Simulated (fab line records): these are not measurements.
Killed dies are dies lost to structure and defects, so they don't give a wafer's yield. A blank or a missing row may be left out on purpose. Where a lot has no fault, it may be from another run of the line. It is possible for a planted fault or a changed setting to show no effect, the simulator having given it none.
8D (eight disciplines) problem report, filled in by code -- flow rit-cmos -- the parts of the form that need people (team, actions taken, sign-off) are left out

== 1. THE PROBLEM ==
GATE_POLY_THK at RIT_GATE_THK_MEAS_09 reads a mean of 185.8 nm on 9 wafers of 3 lots; wafers without a fault read 248.0 nm with a standard deviation of 2.2. Relative to the usual mean, that is a shift of -28 standard deviations.
First seen on wafer L790.1, day 4 17:44, on film-metro-04. At this step, 45 wafers from 15 lots have a number in the record. By rule, "out" or "out of limits" means more than 4 standard deviations away from the usual mean. Any other wafer with a number is counted as sound.

== 2. WHAT IT IS; WHAT IT IS NOT ==
question,is,is not
which readings at this step,GATE_POLY_THK,-
which lots,"L790, L791, L792","L779, L781, L782, L783, L784, L787, L788, L789, L795, L797, L800, L801"
which wafers of those lots,all that have a number,-
read on which gauges,"film-metro-02, film-metro-04",film-metro-03
when,from day 4 17:44,"up to then (24 sound wafers); but 12 sound wafers of L795, L797, L800, L801 came after"

== 3. THE SUSPECTS, EACH WITH WHAT RULES IT OUT ==
Counting: a tool stays on the suspect list if, at a process step up to the reading, it processed all lots that are out and no sound lot following the first of them.
- the gauge at RIT_GATE_THK_MEAS_09: ruled out. 2 gauges (film-metro-02, film-metro-04) read the wafers that are out.
- lpcvd-02 at RIT_GATE_CVD_08 (deposits poly-Si from SiH4, target thk 250 nm, time 2220 s): kept. It processed each lot that is out, first L790 at day 4 16:07, and no sound lot thereafter; up to then, the last sound lot it processed was L788 at day 4 06:47.
Left after counting: lpcvd-02 at RIT_GATE_CVD_08.

== 4. THE CAUSE (what the simulator had put in) ==
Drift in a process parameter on lpcvd-02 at RIT_GATE_CVD_08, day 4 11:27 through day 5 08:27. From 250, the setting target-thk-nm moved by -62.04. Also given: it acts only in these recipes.
This tool alone remained once counting was done.

== 5. THE EFFECT CHAIN, in route order ==
Each row: a reading where the mean over the struck wafers with a number is more than 3 standard deviations away from the usual. Scope: only readings with a usual standard deviation given in the record; hours: median across lots of the time from each lot's start at the first step in this table that gives one to its start at this step; sigmas: change in usual standard deviations.
hours,step,reading,usual,on struck wafers,change,sigmas
0,RIT_GATE_THK_MEAS_09,GATE_POLY_THK,248.0 nm,185.8,-62.2,-28
1,RIT_GATE_ETCH_19,oes-product-au,0.846 a.u.,0.699,-0.147,-9.2
The process steps in it:
- RIT_GATE_ETCH_19: etches poly-Si in SF6/CHF3/O2, stops on SiO2, time 165 s, target depth 312.5 nm.
Later steps that measure or inspect, where all struck wafers having a row at the step show a number for every such reading and not one has moved that far: RIT_PLDD_OVL_MEAS_06, RIT_NSD_OVL_MEAS_06, RIT_PSD_TW_MEAS_10.

== 6. WHAT WOULD HAVE CAUGHT IT SOONER ==
6 hours passed between the start of the fault at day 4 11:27 and the first reading out of limits at a measuring or inspecting step in this record, taken at day 4 17:44.
Of the tool readings at RIT_GATE_CVD_08 for which the record gives a usual standard deviation, none was out on any struck wafer, so an alarm limit of 4 standard deviations on them would not have fired.
Lots out: 3; of these, L791, L792 started RIT_GATE_CVD_08 on lpcvd-02 after day 4 17:44. A hold on the tool at that time would have spared those 2.
